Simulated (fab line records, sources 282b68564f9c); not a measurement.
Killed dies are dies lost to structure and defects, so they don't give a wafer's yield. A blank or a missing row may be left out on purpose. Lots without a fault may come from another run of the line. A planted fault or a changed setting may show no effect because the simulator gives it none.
fab line records | flow rit_cmos | part 1 of 2: steps 1 to 33 of 35
record lots=5 wafers=23
route steps=202 shown ACTIVE@11 NWELL@36 PWELL@40 WELLDRIVE@50 NRETRO@61 PRETRO@65 GATE@81 NLDD@105 PLDD@122 M1@202
start_h: hours from the record's first day to the start of the lot's first wafer shown | wait_h: hours since the lot's step before | " the same as in the row above | L1.1+2: a row that stands for several wafers | - no value, or no start given | * or withheld: withheld | < > ~ a bound
route shown NAME@n: a module of which the file shows steps, and the number in the route of the first | usual: mean/standard deviation of fault-free wafers | same: alike in all rows | chamber/n: place in a boat | sites: the reading at each site | _std_site: their standard deviation | _edge_site: outer sites' mean less inner sites' | radius_mm: how far each site lies from the wafer's centre | mask NAME#n: copy n | behind: the tool/chamber that last shaped the wafer | hold: why the lot was held/for how many hours/how that ended | device: the transistor (n, p or np) that didn't switch | end of line: the same wafers' tests at the end of the route | a step without rows: its recipe alone | killed: dies lost to structure and defects at the first sort, not the wafer's yield | map: a wafer's dies, x killed, . not, _ none there
set.NAME: the setting as run; set.NAME@STEP: as run at that earlier step | model.NAME: the simulator's own value behind a step, which no gauge read
lots whose settings were changed on purpose; a table a step, a row a wafer
## steps
# step RIT_ACTIVE_DEVELOP_10
# recipe resist=NOVOLAK develop_time_s=50 dev_temp_c=23
# columns lot.wafer tool chamber start_h wait_h set.develop_time_s
L077.1+3 litho_track-04 0 - - 50
L077.2+4+6 " 0 " " 46
L081.2+5 litho_track-01 0 - - 50
L081.3+4+6 " 0 " " 45.03
L082.1+2+3 litho_track-01 0 - - 44.56
L082.4+5 " 0 " " 50
L084.1+2+3+5+6 litho_track-02 0 - - 50
L085.1+2+4 litho_track-04 0 - - 50
# step RIT_ACTIVE_CD_MEAS_11
# recipe target_cd_nm=1400
# usual cd_nm=1399.6/1.8
# columns lot.wafer tool chamber start_h wait_h set.develop_time_s@ACTIVE_DEVELOP_10 cd_nm
L077.1 cd_sem-01 - 29.83 - 50 1400.6
L077.2 " - " " 46 1409.3
L077.3 " - " " 50 1400.2
L077.4 " - " " 46 1407.3
L077.6 " - " " 46 1407.9
L081.2 cd_sem-01 - 49.58 - 50 1400.1
L081.3 " - " " 45.03 1410.9
L081.4 " - " " 45.03 1410.6
L081.5 " - " " 50 1399.1
L081.6 " - " " 45.03 1410.3
L082.1 cd_sem-02 - 56.18 - 44.56 1411.5
L082.2 " - " " 44.56 1411.6
L082.3 " - " " 44.56 1411.0
L082.4 " - " " 50 1399.9
L082.5 " - " " 50 1400.0
L084.1 cd_sem-02 - 64.57 - 50 1397.1
L084.2 " - " " 50 1399.6
L084.3 " - " " 50 1399.7
L084.5 " - " " 50 1401.1
L084.6 " - " " 50 1397.2
L085.1 cd_sem-01 - 71.31 - 50 1398.0
L085.2 " - " " 50 1399.0
L085.4 " - " " 50 1398.9
# step RIT_ACTIVE_HARDBAKE_12
# recipe resist=NOVOLAK temp_c=140 time_s=60
# step RIT_ACTIVE_ETCH_13
# recipe stop_on=SiO2 chemistry=SF6 target=Si3N4 time_s=210 over_etch_frac=0.4 SF6_flow_sccm=200 pressure_mtorr=260 rf_w=125 target_depth_a=2100
# columns lot.wafer tool chamber start_h wait_h set.develop_time_s@ACTIVE_DEVELOP_10 model.ACTIVE.cd_nm
L077.1 rie_diel-01 2 30.10 0.1 50 1401
L077.2 " 0 " " 46 1409
L077.3 " 1 " " 50 1400
L077.4+6 " 3,1 " " 46 1408
L081.2 rie_diel-02 1 49.83 0.1 50 1400
L081.3+4 " 3,2 " " 45.03 1410
L081.5 " 1 " " 50 1399
L081.6 " 2 " " 45.03 1411
L082.1+2 rie_diel-03 2,0 56.45 0.1 44.56 1412
L082.3 " 1 " " 44.56 1411
L082.4+5 " 3,0 " " 50 1400
L084.1+6 rie_diel-01 1,2 64.84 0.1 50 1397
L084.2+3 " 3,0 " " 50 1400
L084.5 " 1 " " 50 1402
L085.1 rie_diel-01 0 71.58 0.1 50 1398
L085.2+4 " 1,2 " " 50 1399
# step RIT_ACTIVE_STRIP_14
# recipe chemistry=O2 time_s=180 resist=NOVOLAK platen_temp_c=withheld power_w=500 pressure_mtorr=4000 o2_flow_sccm=4000
# step RIT_ACTIVE_CD_MEAS_90
# recipe target_cd_nm=1400
# usual cd_nm=1399.6/1.9
# columns lot.wafer tool chamber start_h wait_h set.develop_time_s@ACTIVE_DEVELOP_10 cd_nm
L077.1 cd_sem-01 - 30.41 0.1 50 1400.6
L077.2 " - " " 46 1408.7
L077.3 " - " " 50 1399.9
L077.4 " - " " 46 1407.7
L077.6 " - " " 46 1408.2
L081.2 cd_sem-01 - 50.16 0.1 50 1400.4
L081.3 " - " " 45.03 1410.1
L081.4 " - " " 45.03 1410.4
L081.5 " - " " 50 1398.9
L081.6 " - " " 45.03 1410.6
L082.1 cd_sem-02 - 56.76 0.1 44.56 1411.7
L082.2 " - " " 44.56 1411.7
L082.3 " - " " 44.56 1411.0
L082.4 " - " " 50 1400.1
L082.5 " - " " 50 1400.2
L084.1 cd_sem-01 - 65.14 0.1 50 1396.9
L084.2 " - " " 50 1399.5
L084.3 " - " " 50 1400.0
L084.5 " - " " 50 1401.8
L084.6 " - " " 50 1397.4
L085.1 cd_sem-02 - 71.89 0.1 50 1398.2
L085.2 " - " " 50 1398.9
L085.4 " - " " 50 1398.8
# step RIT_NWELL_IMPLANT_08
# recipe species=P energy_kev=170 dose_cm2=5e+13 tilt_deg=7
# columns lot.wafer tool chamber start_h wait_h set.dose_cm2
L077.1+6 implanter-03 0 43.23 0.2 5e+13
L077.2+3+4 " 0 " " 4.626e+13
L081.2+3+4+5+6 implanter-03 0 58.50 0.2 5e+13
L082.1+4+5 implanter-03 0 62.66 0.2 5e+13
L082.2+3 " 0 " " 5.308e+13
L084.1+5 implanter-02 0 73.78 0.2 4.872e+13
L084.2+3+6 " 0 " " 5e+13
L085.1+2+4 implanter-03 0 77.55 0.2 5e+13
# step RIT_NWELL_STRIP_09
# recipe chemistry=O2 time_s=180 resist=NOVOLAK platen_temp_c=withheld power_w=500 pressure_mtorr=4000 o2_flow_sccm=4000
# step RIT_NWELL_TW_MEAS_10
# usual NWELL_TW=2156/17
# columns lot.wafer tool chamber start_h wait_h set.dose_cm2@NWELL_IMPLANT_08 NWELL_TW
L077.1 film_metro-01 - 43.56 0.1 5e+13 2161
L077.2 " - " " 4.626e+13 2095
L077.3 " - " " 4.626e+13 2085
L077.4 " - " " 4.626e+13 2095
L077.6 " - " " 5e+13 2149
L081.2 film_metro-03 - 58.81 0.1 5e+13 2144
L081.3 " - " " 5e+13 2130
L081.4 " - " " 5e+13 2143
L081.5 " - " " 5e+13 2139
L081.6 " - " " 5e+13 2131
L082.1 film_metro-04 - 62.99 0.1 5e+13 2174
L082.2 " - " " 5.308e+13 2217
L082.3 " - " " 5.308e+13 2213
L082.4 " - " " 5e+13 2182
L082.5 " - " " 5e+13 2175
L084.1 film_metro-01 - 74.11 0.1 4.872e+13 2138
L084.2 " - " " 5e+13 2155
L084.3 " - " " 5e+13 2147
L084.5 " - " " 4.872e+13 2122
L084.6 " - " " 5e+13 2144
L085.1 film_metro-04 - 77.88 0.1 5e+13 2183
L085.2 " - " " 5e+13 2169
L085.4 " - " " 5e+13 2171
# step RIT_PWELL_COAT_01
# recipe resist=NOVOLAK spin_rpm=2000 resist_thk_nm=1300
# columns lot.wafer tool chamber start_h wait_h set.resist_thk_nm model.NOVOLAK_of_PWELL_COAT_01.thk_nm
L077.1 litho_track-03 0 43.99 0.1 1259 1264
L077.2 " 0 " " 1259 1267
L077.3 " 0 " " 1300 1301
L077.4 " 0 " " 1300 1305
L077.6 " 0 " " 1259 1265
L081.2+6 litho_track-03 0 59.04 0.1 1300 1301
L081.3 " 0 " " 1300 1299
L081.4 " 0 " " 1369 1371
L081.5 " 0 " " 1369 1368
L082.1 litho_track-03 0 63.20 0.1 1300 1303
L082.2+3+4 " 0 " " 1300 1301
L082.5 " 0 " " 1300 1298
L084.1 litho_track-03 0 74.32 0.1 1254 1249
L084.2 " 0 " " 1254 1252
L084.3 " 0 " " 1300 1295
L084.5 " 0 " " 1300 1294
L084.6 " 0 " " 1300 1291
L085.1 litho_track-01 0 78.09 0.1 1300 1297
L085.2 " 0 " " 1300 1296
L085.4 " 0 " " 1300 1300
# step RIT_PWELL_DEVELOP_05
# recipe resist=NOVOLAK develop_time_s=68 dev_temp_c=23
# columns lot.wafer tool chamber start_h wait_h set.dev_temp_c
L077.1+2+3+4+6 litho_track-03 0 - - 23
L081.2+6 litho_track-02 0 - - 23
L081.3+4+5 " 0 " " 21.85
L082.1+2+3+4+5 litho_track-03 0 - - 23
L084.1+2+3+5+6 litho_track-03 0 - - 23
L085.1+2+4 litho_track-03 0 - - 23
# step RIT_PWELL_HARDBAKE_07
# recipe resist=NOVOLAK temp_c=140 time_s=120
# step RIT_WELLDRIVE_ANNEAL_00
# recipe temp_c=1100 time_s=14700 ambient=N2
# step RIT_WELLDRIVE_RS_MEAS_01
# recipe thk_meas_gauge=four-point-probe
# usual NWELL_RS=275.3/0.67
# columns lot.wafer tool chamber start_h wait_h set.dose_cm2@NWELL_IMPLANT_08 NWELL_RS[ohm/sq]
L077.1 film_metro-01 - 50.89 0.0 5e+13 276.8
L077.2 " - " " 4.626e+13 290.3
L077.3 " - " " 4.626e+13 289.9
L077.4 " - " " 4.626e+13 290.3
L077.6 " - " " 5e+13 276.7
L081.2 film_metro-04 - 65.65 0.0 5e+13 276.5
L081.3 " - " " 5e+13 275.6
L081.4 " - " " 5e+13 276.1
L081.5 " - " " 5e+13 275.2
L081.6 " - " " 5e+13 276.8
L082.1 film_metro-01 - 71.94 0.0 5e+13 275.7
L082.2 " - " " 5.308e+13 265.3
L082.3 " - " " 5.308e+13 265.4
L082.4 " - " " 5e+13 275.1
L082.5 " - " " 5e+13 275.2
L084.1 film_metro-01 - 82.07 0.0 4.872e+13 278.6
L084.2 " - " " 5e+13 274.9
L084.3 " - " " 5e+13 274.1
L084.5 " - " " 4.872e+13 279.5
L084.6 " - " " 5e+13 274.5
L085.1 film_metro-04 - 86.69 0.0 5e+13 274.9
L085.2 " - " " 5e+13 275.7
L085.4 " - " " 5e+13 275.7
# step RIT_NRETRO_IMPLANT_08
# recipe species=P energy_kev=70 dose_cm2=1e+13 tilt_deg=7
# columns lot.wafer tool chamber start_h wait_h set.dose_cm2
L077.1+2+4 implanter-01 0 52.49 0.2 1e+13
L077.3+6 " 0 " " 1.059e+13
L081.2+3 implanter-03 0 67.06 0.2 1.062e+13
L081.4+5+6 " 0 " " 1e+13
L082.1+2+5 implanter-03 0 73.35 0.2 1e+13
L082.3+4 " 0 " " 1.063e+13
L084.1+2+3+5+6 implanter-01 0 83.67 0.2 1e+13
L085.1+2+4 implanter-03 0 88.10 0.2 1e+13
# step RIT_NRETRO_STRIP_09
# recipe chemistry=O2 time_s=180 resist=NOVOLAK platen_temp_c=withheld power_w=500 pressure_mtorr=4000 o2_flow_sccm=4000
# step RIT_NRETRO_TW_MEAS_10
# usual NRETRO_TW=1056/5.5
# columns lot.wafer tool chamber start_h wait_h set.dose_cm2@NRETRO_IMPLANT_08 NRETRO_TW
L077.1 film_metro-02 - 52.82 0.1 1e+13 1056
L077.2 " - " " 1e+13 1052
L077.3 " - " " 1.059e+13 1078
L077.4 " - " " 1e+13 1057
L077.6 " - " " 1.059e+13 1079
L081.2 film_metro-02 - 67.37 0.1 1.062e+13 1073
L081.3 " - " " 1.062e+13 1077
L081.4 " - " " 1e+13 1053
L081.5 " - " " 1e+13 1056
L081.6 " - " " 1e+13 1056
L082.1 film_metro-03 - 73.67 0.1 1e+13 1057
L082.2 " - " " 1e+13 1058
L082.3 " - " " 1.063e+13 1086
L082.4 " - " " 1.063e+13 1077
L082.5 " - " " 1e+13 1055
L084.1 film_metro-01 - 83.99 0.1 1e+13 1057
L084.2 " - " " 1e+13 1054
L084.3 " - " " 1e+13 1056
L084.5 " - " " 1e+13 1053
L084.6 " - " " 1e+13 1051
L085.1 film_metro-02 - 88.42 0.1 1e+13 1065
L085.2 " - " " 1e+13 1062
L085.4 " - " " 1e+13 1057
# step RIT_PRETRO_COAT_01
# recipe resist=NOVOLAK spin_rpm=2000 resist_thk_nm=1300
# columns lot.wafer tool chamber start_h wait_h set.spin_rpm model.NOVOLAK_of_PRETRO_COAT_01.thk_nm
L077.1 litho_track-01 0 53.11 0.1 2108 1268
L077.2 " 0 " " 2000 1302
L077.3 " 0 " " 2000 1299
L077.4 " 0 " " 2108 1266
L077.6 " 0 " " 2108 1269
L081.2 litho_track-01 0 67.60 0.1 2000 1306
L081.3 " 0 " " 2000 1304
L081.4 " 0 " " 2000 1302
L081.5+6 " 0 " " 2000 1305
L082.1+5 litho_track-04 0 73.88 0.1 1854 1346
L082.2 " 0 " " 2000 1294
L082.3 " 0 " " 1854 1348
L082.4 " 0 " " 2000 1295
L084.1 litho_track-01 0 84.20 0.1 2000 1301
L084.2 " 0 " " 2000 1298
L084.3 " 0 " " 2000 1294
L084.5 " 0 " " 2000 1300
L084.6 " 0 " " 2000 1299
L085.1+4 litho_track-04 0 88.63 0.1 2000 1296
L085.2 " 0 " " 2000 1297
# step RIT_PRETRO_SOFTBAKE_02
# recipe resist=NOVOLAK temp_c=90 time_s=60
# step RIT_PRETRO_EXPOSE_03
# recipe mask_id=M5 na=0.57 target_cd_nm=43700 dose_mj=250
# step RIT_PRETRO_DEVELOP_05
# recipe resist=NOVOLAK develop_time_s=68 dev_temp_c=23
# step RIT_PRETRO_HARDBAKE_07
# recipe resist=NOVOLAK temp_c=140 time_s=120
# columns lot.wafer tool chamber start_h wait_h set.spin_rpm@PRETRO_COAT_01 model.NOVOLAK_of_PRETRO_COAT_01.thk_nm
L077.1 litho_track-01 0 54.00 0.0 2108 1109
L077.2 " 0 " " 2000 1139
L077.3 " 0 " " 2000 1136
L077.4 " 0 " " 2108 1107
L077.6 " 0 " " 2108 1110
L081.2+6 litho_track-01 0 68.38 0.1 2000 1142
L081.3+5 " 0 " " 2000 1141
L081.4 " 0 " " 2000 1138
L082.1+5 litho_track-04 0 74.65 0.0 1854 1177
L082.2 " 0 " " 2000 1132
L082.3 " 0 " " 1854 1178
L082.4 " 0 " " 2000 1133
L084.1 litho_track-04 0 85.09 0.0 2000 1138
L084.2 " 0 " " 2000 1135
L084.3 " 0 " " 2000 1132
L084.5 " 0 " " 2000 1137
L084.6 " 0 " " 2000 1136
L085.1 litho_track-01 0 89.40 0.0 2000 1133
L085.2+4 " 0 " " 2000 1134
# step RIT_GATE_OXIDATION_05
# recipe temp_c=900 ambient=O2 target_thk_a=30 ox_time_s=270
# columns lot.wafer tool chamber start_h wait_h set.temp_c model.SiO2_of_GATE_OXIDATION_05.thk_nm
L077.1 - - - 0.1 900 2.993
L077.2 " - " " 900 2.988
L077.3+4 " - " " 900 3.039
L077.6 " - " " 900 3.031
L081.2 - - - 0.3 874.2 2.187
L081.3 " - " " 874.2 2.177
L081.4 " - " " 874.2 2.152
L081.5 " - " " 874.2 2.207
L081.6 " - " " 874.2 2.157
L082.1 - - - 3.1 900 2.911
L082.2 " - " " 900 2.943
L082.3 " - " " 900 2.947
L082.4 " - " " 900 2.971
L082.5 " - " " 900 2.99
L084.1 - - - 0.6 900 3.018
L084.2 " - " " 900 2.989
L084.3 " - " " 900 3.003
L084.5 " - " " 900 3.016
L084.6 " - " " 900 3.015
L085.1 furnace-01 0 90.63 0.1 900 2.973
L085.2 " 0 " " 900 2.955
L085.4 " 0 " " 900 2.981
# step RIT_GATE_ANNEAL_06
# recipe temp_c=900 time_s=600 ambient=N2O
# step RIT_GATE_THK_MEAS_07
# recipe reads=SiO2_of_GATE_OXIDATION_05
# usual GATE_OXIDE_THK=3.00/0.048
# columns lot.wafer tool chamber start_h wait_h set.temp_c@GATE_OXIDATION_05 GATE_OXIDE_THK[nm]
L077.1 film_metro-02 - 57.57 0.0 900 2.97
L077.2 " - " " 900 2.97
L077.3 " - " " 900 2.99
L077.4 " - " " 900 3.08
L077.6 " - " " 900 3.03
L081.2 film_metro-03 - 71.81 0.0 874.2 2.19
L081.3 " - " " 874.2 2.19
L081.4 " - " " 874.2 2.18
L081.5 " - " " 874.2 2.21
L081.6 " - " " 874.2 2.12
L082.1 film_metro-02 - 82.32 0.0 900 2.91
L082.2 " - " " 900 2.97
L082.3 " - " " 900 2.92
L082.4 " - " " 900 3.00
L082.5 " - " " 900 3.06
L084.1 film_metro-03 - 88.21 0.0 900 3.00
L084.2 " - " " 900 2.99
L084.3 " - " " 900 3.06
L084.5 " - " " 900 3.01
L084.6 " - " " 900 3.01
L085.1 film_metro-02 - 93.55 0.0 900 2.99
L085.2 " - " " 900 2.94
L085.4 " - " " 900 2.97
# step RIT_GATE_SOFTBAKE_12
# recipe resist=NOVOLAK temp_c=90 time_s=60
# columns lot.wafer tool chamber start_h wait_h set.temp_c
L077.1+3+6 litho_track-04 0 59.77 0.1 88.07
L077.2+4 " 0 " " 90
L081.2+5+6 litho_track-01 0 75.94 0.1 90
L081.3+4 " 0 " " 86.8
L082.1+5 litho_track-03 0 84.35 0.1 90
L082.2+3+4 " 0 " " 92.17
L084.1+2+3+5+6 litho_track-04 0 90.55 0.1 90
L085.1+2+4 litho_track-03 0 95.58 0.1 90
# step RIT_GATE_EXPOSE_13
# recipe mask_id=M6 na=0.6 source_shape=conventional sigma_outer=0.6 target_cd_nm=150 dose_mj=387.6
# step RIT_GATE_PEB_14
# recipe resist=NOVOLAK temp_c=withheld time_s=withheld
# step RIT_GATE_DEVELOP_15
# recipe resist=NOVOLAK develop_time_s=50 dev_temp_c=23
# columns lot.wafer tool chamber start_h wait_h set.temp_c@GATE_SOFTBAKE_12 model.NOVOLAK_of_GATE_COAT_11.thk_nm
L077.1 litho_track-01 0 - - 88.07 856.6
L077.2 " 0 " " 90 851.1
L077.3 " 0 " " 88.07 855.9
L077.4 " 0 " " 90 848.2
L077.6 " 0 " " 88.07 855.2
L081.2 litho_track-03 0 - - 90 848.6
L081.3 " 0 " " 86.8 855.1
L081.4 " 0 " " 86.8 855.7
L081.5 " 0 " " 90 846
L081.6 " 0 " " 90 849
L082.1 litho_track-04 0 - - 90 850.4
L082.2 " 0 " " 92.17 842.2
L082.3 " 0 " " 92.17 844.5
L082.4 " 0 " " 92.17 845
L082.5 " 0 " " 90 845.8
L084.1 litho_track-04 0 - - 90 847.4
L084.2+5 " 0 " " 90 848
L084.3 " 0 " " 90 848.1
L084.6 " 0 " " 90 846.8
L085.1+2 litho_track-03 0 - - 90 856.2
L085.4 " 0 " " 90 853.9
# step RIT_NLDD_SOFTBAKE_02
# recipe resist=NOVOLAK temp_c=90 time_s=60
# columns lot.wafer tool chamber start_h wait_h set.temp_c
L077.1+6 litho_track-01 0 64.96 0.1 90
L077.2+3+4 " 0 " " 88.52
L081.2+4 litho_track-01 0 82.86 0.1 90
L081.3+5+6 " 0 " " 88.61
L082.1+2+4 litho_track-02 0 89.60 0.1 87.15
L082.3+5 " 0 " " 90
L084.1+2+5 litho_track-03 0 97.54 0.1 88.68
L084.3+6 " 0 " " 90
L085.1+2+4 litho_track-03 0 102.00 0.1 90
# step RIT_NLDD_DEVELOP_05
# recipe resist=NOVOLAK develop_time_s=50 dev_temp_c=23
# columns lot.wafer tool chamber start_h wait_h set.develop_time_s set.temp_c@NLDD_SOFTBAKE_02 model.NOVOLAK_of_NLDD_COAT_01.thk_nm
L077.1 litho_track-03 0 - - 50 90 997.2
L077.2+4 " 0 " " 50 88.52 1004
L077.3 " 0 " " 50 88.52 1000
L077.6 " 0 " " 50 90 998.5
L081.2 litho_track-01 0 - - 50 90 1000
L081.3+6 " 0 " " 55.44 88.61 1003
L081.4 " 0 " " 50 90 1003
L081.5 " 0 " " 50 88.61 1002
L082.1 litho_track-01 0 - - 42.58 87.15 1005
L082.2 " 0 " " 50 87.15 1007
L082.3 " 0 " " 42.58 90 998.5
L082.4 " 0 " " 42.58 87.15 1007
L082.5 " 0 " " 50 90 997.7
L084.1+5 litho_track-02 0 - - 50 88.68 1002
L084.2 " 0 " " 50 88.68 1001
L084.3 " 0 " " 50 90 998.9
L084.6 " 0 " " 50 90 999.3
L085.1 litho_track-02 0 - - 50 90 1005
L085.2 " 0 " " 50 90 1004
L085.4 " 0 " " 50 90 1003
# step RIT_PLDD_IMPLANT_08
# recipe species=BF2 energy_kev=20 dose_cm2=9e+14 tilt_deg=7
# columns lot.wafer tool chamber start_h wait_h set.energy_kev model.implant.rp_nm model.implant.drp_nm
L077.1+2+3 implanter-01 0 67.37 0.1 19.36 17.48 9.531
L077.4+6 " 0 " " 20 17.93 9.752
L081.2+5 implanter-03 0 85.35 0.1 20.66 17.95 9.977
L081.3+4+6 " 0 " " 20 17.5 9.752
L082.1+2 implanter-01 0 92.11 0.1 19.14 16.8 9.455
L082.3+4+5 " 0 " " 20 17.39 9.752
L084.1+2 implanter-02 0 99.70 0.1 19.39 17.28 9.542
L084.3+5+6 " 0 " " 20 17.7 9.752
L085.1+2+4 implanter-03 0 104.46 0.1 20 17.2 9.752
# step RIT_PLDD_STRIP_09
# recipe chemistry=O2 time_s=180 resist=NOVOLAK platen_temp_c=withheld power_w=500 pressure_mtorr=4000 o2_flow_sccm=3860
## key
split step=RIT_ACTIVE_DEVELOP_10 setting=develop_time_s stated=50 by=wafer
response step=RIT_ACTIVE_CD_MEAS_11 reading=cd_nm change=-1.05 per=1% r=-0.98
response step=RIT_ACTIVE_ETCH_13 reading=model.ACTIVE.cd_nm change=-1.06 per=1% r=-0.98
response step=RIT_ACTIVE_CD_MEAS_90 reading=cd_nm change=-1.05 per=1% r=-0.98
split step=RIT_NWELL_IMPLANT_08 setting=dose_cm2 stated=5e+13 by=wafer
response step=RIT_NWELL_TW_MEAS_10 reading=NWELL_TW change=+7.56 per=1% r=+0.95
response step=RIT_WELLDRIVE_RS_MEAS_01 reading=NWELL_RS change=-1.73 per=1% r=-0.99
response step=RIT_M1_PROBE_99 reading=model.etest.nwell_pinched.rs_ohm_sq change=-2.53 per=1% r=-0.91
response step=RIT_M1_PROBE_99 reading=model.etest.well_edge_left.line_ohm_um change=-1.21 per=1% r=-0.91
response step=RIT_M1_PROBE_99 reading=model.etest.well_edge_right.line_ohm_um change=-1.34 per=1% r=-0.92
split step=RIT_PWELL_COAT_01 setting=resist_thk_nm stated=1300 by=wafer
response step=RIT_PWELL_COAT_01 reading=model.NOVOLAK_of_PWELL_COAT_01.thk_nm change=+12.6 per=1% r=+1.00
split step=RIT_PWELL_DEVELOP_05 setting=dev_temp_c stated=23 by=wafer
response none clear
split step=RIT_NRETRO_IMPLANT_08 setting=dose_cm2 stated=1e+13 by=wafer
response step=RIT_NRETRO_TW_MEAS_10 reading=NRETRO_TW change=+3.73 per=1% r=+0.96
split step=RIT_PRETRO_COAT_01 setting=spin_rpm stated=2000 by=wafer
response step=RIT_PRETRO_COAT_01 reading=model.NOVOLAK_of_PRETRO_COAT_01.thk_nm change=-6.78 per=1% r=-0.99
response step=RIT_PRETRO_HARDBAKE_07 reading=model.NOVOLAK_of_PRETRO_COAT_01.thk_nm change=-5.84 per=1% r=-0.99
split step=RIT_GATE_OXIDATION_05 setting=temp_c stated=900 by=lot
response step=RIT_GATE_OXIDATION_05 reading=model.SiO2_of_GATE_OXIDATION_05.thk_nm change=+0.284 per=1% r=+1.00
response step=RIT_GATE_THK_MEAS_07 reading=GATE_OXIDE_THK change=+0.284 per=1% r=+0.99
split step=RIT_GATE_SOFTBAKE_12 setting=temp_c stated=90 by=wafer
response step=RIT_GATE_DEVELOP_15 reading=model.NOVOLAK_of_GATE_COAT_11.thk_nm change=-2.19 per=1% r=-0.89
split step=RIT_NLDD_SOFTBAKE_02 setting=temp_c stated=90 by=wafer
response step=RIT_NLDD_DEVELOP_05 reading=model.NOVOLAK_of_NLDD_COAT_01.thk_nm change=-2.3 per=1% r=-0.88
split step=RIT_NLDD_DEVELOP_05 setting=develop_time_s stated=50 by=wafer
response none clear
split step=RIT_PLDD_IMPLANT_08 setting=energy_kev stated=20 by=wafer
response step=RIT_PLDD_IMPLANT_08 reading=model.implant.rp_nm change=+0.137 per=1% r=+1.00
response step=RIT_PLDD_IMPLANT_08 reading=model.implant.drp_nm change=+0.0687 per=1% r=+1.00
response step=RIT_PLDD_TW_MEAS_10 reading=PLDD_TW change=+6.02 per=1% r=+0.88
response step=RIT_M1_PROBE_99 reading=model.etest.pldd.rs_ohm_sq change=-14.3 per=1% r=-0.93
response step=RIT_M1_PROBE_99 reading=model.etest.pldd.line_ohm_um change=-4.56 per=1% r=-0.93
